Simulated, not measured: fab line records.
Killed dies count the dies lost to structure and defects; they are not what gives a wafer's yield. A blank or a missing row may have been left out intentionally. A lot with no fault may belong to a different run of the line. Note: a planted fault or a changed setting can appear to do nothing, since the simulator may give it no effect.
The same fault as seen by 2 desks || flow rit_cmos || numbers are kept per desk, each desk with only its own; the story behind them comes last

== AT THE METROLOGY DESK ==
Lot by lot, what the gauges showed, no matter which tool ran the lot: averages of those sampled wafers that carry a number. If a lot's mean is further than 4 standard deviations from the usual mean, the lot is out of limits and carries the mark OUT (the distance appears in the brackets).
Columns: A = PSD_RS at RIT_SDANNEAL_RS_MEAS_04, usual 115.95 ohm/sq; B = NSD_RS at RIT_SDANNEAL_RS_MEAS_05, usual 84.58 ohm/sq; C = PLDD_RS at RIT_SDANNEAL_RS_MEAS_06, usual 178.6 ohm/sq; D = NLDD_RS at RIT_SDANNEAL_RS_MEAS_07, usual 151.5 ohm/sq; E = SILICIDE_TI_RS at RIT_SILICIDE_RS_MEAS_02, usual 48.2 ohm/sq; F = SILICIDE_TI_THK at RIT_SILICIDE_THK_MEAS_03, usual 29.7 nm
{"lot": "L620", "first seen here": "day 3 01:26", "A": 115.98, "B": 84.22, "C": 178.8, "D": 151.7, "E": 47.9, "F": 30.0}
{"lot": "L629", "first seen here": "day 4 22:04", "A": 116.26, "B": 84.78, "C": 179.3, "D": 151.5, "E": 48.7, "F": 29.6}
{"lot": "L633", "first seen here": "day 5 18:26", "A": 116.00, "B": 84.64, "C": 179.0, "D": 151.4, "E": 48.8, "F": 29.3}
{"lot": "L635", "first seen here": "day 6 07:35", "A": 115.82, "B": 84.43, "C": 178.7, "D": 151.4, "E": 47.7, "F": 29.9}
{"lot": "L641", "first seen here": "day 7 14:24", "A": 115.84, "B": 84.52, "C": 178.3, "D": 151.6, "E": 48.7, "F": 29.6}
{"lot": "L643", "first seen here": "day 8 03:20", "A": 116.14, "B": 84.67, "C": 178.6, "D": 151.1, "E": 48.3, "F": 29.7}
Finding of this desk: none of the 6 lots has anything out of limits.

== THE TOOL OWNER'S DESK: rtp_anneal-01 ==
The tool's own readings at RIT_SILICIDE_RTA_06 (time 10 s, ramp up 5 s, ramp down 10 s): means of the sampled wafers that have a number, for each lot that ran on this tool. If a lot's mean is further than 4 standard deviations from the usual mean, the lot is out of limits and carries the mark OUT (the distance appears in the brackets).
Columns: A = chamber_o2_ppm at RIT_SILICIDE_RTA_06, usual 1.995; B = wafer_temp_C_max at RIT_SILICIDE_RTA_06, usual 753.3
{"lot": "L629", "first seen here": "day 4 23:01", "A": 2.001, "B": 754.9}
{"lot": "L633", "first seen here": "day 5 19:22", "A": 2.016, "B": "643.8 (-99 or more) OUT"}
{"lot": "L635", "first seen here": "day 6 08:32", "A": 1.997, "B": "644.2 (-99 or more) OUT"}
This desk's verdict: out of limits on L633, L635, starting with L633 at day 5 19:22 (wafer_temp_C_max at RIT_SILICIDE_RTA_06). L629 stayed within limits.

== TAKEN TOGETHER ==
At day 5 19:22, on L633, L635, the tool owner's desk was in a position to raise an alarm.
Metrology desk: nothing out of limits seen.
The metrology desk has L633, L635 on record, within its limits.
All the named lots went through RIT_SILICIDE_RTA_06 on rtp_anneal-01.

== WHAT THE SIMULATOR HAD INSERTED ==
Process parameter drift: rtp_anneal-01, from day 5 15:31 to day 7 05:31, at RIT_SILICIDE_RTA_06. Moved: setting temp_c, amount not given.
Struck lots among those shown: L633, L635.
How many hours passed from the start of the fault until each desk's first out-of-limits reading: the tool owner's desk, 4.
